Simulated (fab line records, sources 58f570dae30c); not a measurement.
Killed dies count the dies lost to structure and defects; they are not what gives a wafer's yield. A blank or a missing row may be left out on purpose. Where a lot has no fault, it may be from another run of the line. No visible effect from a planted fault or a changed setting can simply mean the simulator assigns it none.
Which tool is to blame? | flow berkeleyCmos170 | Sampling: 12 lots, 36 wafers, 5 of 331 route steps

WHAT THE GAUGES READ, wafer by wafer
UCB170_M2_OVL_MEAS_16.
lot  | measured     | on         | M2_OVL (nm)
L612 | day 8 08:52  | overlay-01 | 5 4 -3
L613 | day 8 11:16  | overlay-01 | -14 -9 -7
L617 | day 9 17:20  | overlay-01 | 4 3 6
L620 | day 10 04:41 | overlay-02 | 2 1 3
L623 | day 11 06:13 | overlay-01 | 8 -6 2
L625 | day 11 07:49 | overlay-02 | 9 8 13
L631 | day 12 06:58 | overlay-02 | -5 -12 -5
L628 | day 12 16:10 | overlay-01 | -2 -3 -3
L632 | day 12 16:15 | overlay-01 | 10 12 2
L630 | day 12 19:29 | overlay-01 | -5 6 -6
L633 | day 12 19:37 | overlay-02 | 2 -5 -4
L634 | day 13 22:16 | overlay-02 | 10 10 10

UCB170_M3_RS_MEAS_02: uses a four-point probe to measure.
lot  | measured     | on           | M3_AL_RS (ohm/sq)
L612 | day 8 12:23  | filmMetro-03 | 0.0315 0.0315 0.0321
L613 | day 8 14:24  | filmMetro-03 | 0.0323 0.0320 0.0318
L617 | day 9 21:07  | filmMetro-01 | 0.0322 0.0325 0.0322
L620 | day 10 08:07 | filmMetro-02 | 0.0282 0.0280 0.0281 0.0282 0.0281 0.0280
L623 | day 11 09:19 | filmMetro-01 | 0.0284 0.0287 0.0284 0.0284 0.0287 0.0284
L625 | day 11 11:10 | filmMetro-01 | 0.0323 0.0325 0.0325
L631 | day 12 10:29 | filmMetro-03 | 0.0318 0.0319 0.0321
L628 | day 12 19:36 | filmMetro-01 | 0.0317 0.0322 0.0319
L632 | day 12 19:28 | filmMetro-03 | 0.0319 0.0321 0.0319
L630 | day 12 22:59 | filmMetro-02 | 0.0320 0.0323 0.0321
L633 | day 12 23:07 | filmMetro-01 | 0.0328 0.0328 0.0327
L634 | day 14 01:19 | filmMetro-02 | 0.0322 0.0327 0.0328

UCB170_M3_THK_MEAS_03: measures by xrf.
lot  | measured     | on           | M3_AL_THK (nm)
L612 | day 8 12:29  | filmMetro-03 | 929 927 916
L613 | day 8 14:31  | filmMetro-03 | 905 917 921
L617 | day 9 21:13  | filmMetro-01 | 907 896 906
L620 | day 10 11:13 | filmMetro-02 | 1039 1040 1039 1038 1038 1046
L623 | day 11 11:46 | filmMetro-01 | 1035 1021 1040 1031 1029 1039
L625 | day 11 11:17 | filmMetro-01 | 912 907 908
L631 | day 12 10:36 | filmMetro-03 | 920 914 913
L628 | day 12 19:43 | filmMetro-01 | 932 912 922
L632 | day 12 19:35 | filmMetro-03 | 921 911 914
L630 | day 12 23:07 | filmMetro-02 | 911 899 907
L633 | day 12 23:13 | filmMetro-01 | 898 898 900
L634 | day 14 01:26 | filmMetro-02 | 893 889 882

EACH LOT AND THE TOOL THAT RAN IT (in order: tool; ch and the chambers of the sampled wafers; start)
lot  | UCB170_M2_ETCH_17                 | UCB170_M3_SPUTTER_01
L612 | rieDiel-04 ch 0,2,3, day 8 08:53  | pvdSputter-03, day 8 12:15
L613 | rieDiel-03 ch 2,3, day 8 11:18    | pvdSputter-04, day 8 14:19
L617 | rieDiel-03 ch 0,1,3, day 9 17:22  | pvdSputter-03, day 9 20:59
L620 | rieDiel-02 ch 0,2, day 10 04:42   | pvdSputter-02, day 10 07:59
L623 | rieDiel-03 ch 1,2,3, day 11 06:15 | pvdSputter-02, day 11 09:12
L625 | rieDiel-04 ch 1,3, day 11 07:52   | pvdSputter-04, day 11 11:04
L631 | rieDiel-03 ch 0,1,3, day 12 06:59 | pvdSputter-03, day 12 10:23
L628 | rieDiel-04 ch 0,1,3, day 12 16:11 | pvdSputter-03, day 12 19:30
L632 | rieDiel-02 ch 1,2, day 12 16:17   | pvdSputter-04, day 12 19:23
L630 | rieDiel-03 ch 0,1,2, day 12 19:31 | pvdSputter-04, day 12 22:55
L633 | rieDiel-02 ch 1,2,3, day 12 19:38 | pvdSputter-03, day 12 22:59
L634 | rieDiel-03 ch 1,2,3, day 13 22:19 | pvdSputter-03, day 14 01:14
- UCB170_M2_ETCH_17: etches BARC in N2/H2.
- UCB170_M3_SPUTTER_01: material Al, target thk 900 nm, time 120 s.

AS READ BY THE TOOLS THEMSELVES (means over the sampled wafers that have a number; for cases with no such wafer, the mark the record gives instead)
UCB170_M2_ETCH_17.
lot  | tool       | biasW (W) | drypumpMotorCurrentA (A) | oesProductAu (a.u.) | throttleValvePct (%)
L612 | rieDiel-04 | 99.90     | 5.7                      | 0.993               | 13.19
L613 | rieDiel-03 | 99.96     | 6.4                      | 1.014               | 13.29
L617 | rieDiel-03 | 100.24    | 5.7                      | 0.998               | 13.39
L620 | rieDiel-02 | 100.03    | 6.0                      | 0.990               | 13.33
L623 | rieDiel-03 | 100.02    | 5.9                      | 1.004               | 13.39
L625 | rieDiel-04 | 99.79     | 5.7                      | 0.991               | 13.14
L631 | rieDiel-03 | 99.85     | 5.8                      | 1.004               | 13.39
L628 | rieDiel-04 | 99.81     | 5.5                      | 0.991               | 13.19
L632 | rieDiel-02 | 100.15    | 5.7                      | 1.005               | 13.27
L630 | rieDiel-03 | 100.20    | 5.5                      | 1.011               | 13.38
L633 | rieDiel-02 | 99.94     | 5.6                      | 0.991               | 13.14
L634 | rieDiel-03 | 100.34    | 5.9                      | 1.000               | 13.39

UCB170_M3_SPUTTER_01.
lot  | tool          | cathodeDcPowerW (W) | chamberPressurePa (Pa) | throttleValvePct (%)
L612 | pvdSputter-03 | 6000.3              | 0.5005                 | 29.2
L613 | pvdSputter-04 | 5999.7              | 0.5006                 | 29.9
L617 | pvdSputter-03 | 5999.6              | 0.4999                 | 29.8
L620 | pvdSputter-02 | 6820.7              | 0.5001                 | 29.9
L623 | pvdSputter-02 | 6821.2              | 0.5003                 | 30.7
L625 | pvdSputter-04 | 6000.6              | 0.4995                 | 29.2
L631 | pvdSputter-03 | 6000.2              | 0.5000                 | 30.0
L628 | pvdSputter-03 | 6001.3              | 0.4998                 | 29.8
L632 | pvdSputter-04 | 5999.9              | 0.5001                 | 30.9
L630 | pvdSputter-04 | 5999.6              | 0.5008                 | 30.5
L633 | pvdSputter-03 | 5999.2              | 0.5005                 | 29.6
L634 | pvdSputter-03 | 6000.5              | 0.4997                 | 30.0

THE ANSWER, worked out from the rows above alone
Rule: usual is defined by the lots themselves. Put in order of their means at a reading, lots are off if they are a third of the lots or fewer, leave a main group of 4 or more, and stand apart from it by a gap of 3 or more times the standard deviation of the main group's means; of several such gaps the widest counts. Not used: any main group whose means are identical at the precision the tables above print for the reading. Also off: a lot with no number at a reading for which 4 or more lots have one. Where the step has rows for the other lots, those lots are counted as sound. First the gauges in route order, then the tools' own readings, where a lot's mean is used as printed above. The first step at which some lot is off is used, and at that step the reading that is off furthest; a lot without a number counts as furthest.
Off: at UCB170_M3_RS_MEAS_02 (M3_AL_RS), L620, L623. Main group: mean 0.0322 ohm/sq, sd 0.00032.
A tool fits if, at a process step before that reading, it ran every lot that is off, and no sound lot after the first of them. The gauges at UCB170_M3_RS_MEAS_02 aren't tried: what is off there is off at UCB170_M3_SPUTTER_01 too, on other tools, and a gauge's error can't cause that. One fits: pvdSputter-02 at UCB170_M3_SPUTTER_01. It ran no sound lot before its first lot that is off in this sample, so the start can't be narrowed down.
On the lots that are off, the tool's own readings at UCB170_M3_SPUTTER_01 differ by more than 5 times the standard deviation of the sound lots' means, which bears it out; cathodeDcPowerW reads 6820.9 W there versus 6000.1 W on the sound lots.

WHAT HAD BEEN PUT IN BY THE SIMULATOR
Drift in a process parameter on pvdSputter-02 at UCB170_M3_SPUTTER_01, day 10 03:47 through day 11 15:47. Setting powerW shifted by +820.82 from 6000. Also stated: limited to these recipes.
Struck lots among those shown: L620, L623. The same result came from the rule above.
